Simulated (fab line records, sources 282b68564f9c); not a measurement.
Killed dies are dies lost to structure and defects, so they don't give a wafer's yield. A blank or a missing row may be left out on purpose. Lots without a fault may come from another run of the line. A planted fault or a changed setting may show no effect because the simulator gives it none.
One fault seen from 2 desks | flow rit_cmos | each desk has only its own numbers; what lay behind them comes last

THE TOOL OWNER'S DESK: rie_metal-02
The tool's own readings at RIT_M1_METAL_ETCH_12 (etches Al in Cl2/BCl3, stops on SiO2, time 165 s, target depth 600 nm): means of the sampled wafers that have a number, for each lot that ran on this tool. A lot is out of limits, marked OUT, if its mean lies more than 4 standard deviations from the usual mean; the brackets give that distance.
Columns: A = drypump_motor_current_A at RIT_M1_METAL_ETCH_12, usual 5.50 A; B = he_backside_leak_sccm at RIT_M1_METAL_ETCH_12, usual 3.28 sccm; C = oes_product_au at RIT_M1_METAL_ETCH_12, usual 0.781 a.u.; D = rf_fwd_power_W at RIT_M1_METAL_ETCH_12, usual 249.3 W; E = throttle_valve_pct at RIT_M1_METAL_ETCH_12, usual 8.16 %
lot  | first seen here | A    | B    | C     | D     | E
L697 | day 5 02:20     | 5.52 | 3.23 | 0.766 | 249.9 | 8.28
L708 | day 7 02:11     | 5.46 | 3.23 | 0.773 | 249.2 | 8.21
This desk's finding: nothing out of limits on any of the 2 lots.

THE METROLOGY DESK
What the gauges read, lot by lot, whatever tool the lot ran on: means of the sampled wafers that have a number. A lot is out of limits, marked OUT, if its mean lies more than 4 standard deviations from the usual mean; the brackets give that distance.
Columns: A = M1_AL_RS at RIT_M1_RS_MEAS_01, usual 0.0731 ohm/sq; B = M1_AL_THK at RIT_M1_THK_MEAS_02, usual 397 nm; C = cd_nm at RIT_M1_CD_MEAS_09, usual 2600.2 nm; D = M1_OVL at RIT_M1_OVL_MEAS_10, usual 0.1 nm
lot  | first seen here | A      | B   | C      | D
L697 | day 5 00:47     | 0.0734 | 395 | 2600.4 | -0.1
L705 | day 6 14:29     | 0.0729 | 398 | 2601.6 | 1.7
L708 | day 7 00:34     | 0.0732 | 396 | 2602.7 | 1.6
L709 | day 7 10:37     | 0.0732 | 396 | 2602.6 | 0.7
L710 | day 7 13:43     | 0.0730 | 400 | 2598.2 | -0.7
This desk's finding: nothing out of limits on any of the 5 lots.

PUT TOGETHER
The tool owner's desk saw nothing out of limits.
The metrology desk saw nothing out of limits.

WHAT THE SIMULATOR HAD PUT IN
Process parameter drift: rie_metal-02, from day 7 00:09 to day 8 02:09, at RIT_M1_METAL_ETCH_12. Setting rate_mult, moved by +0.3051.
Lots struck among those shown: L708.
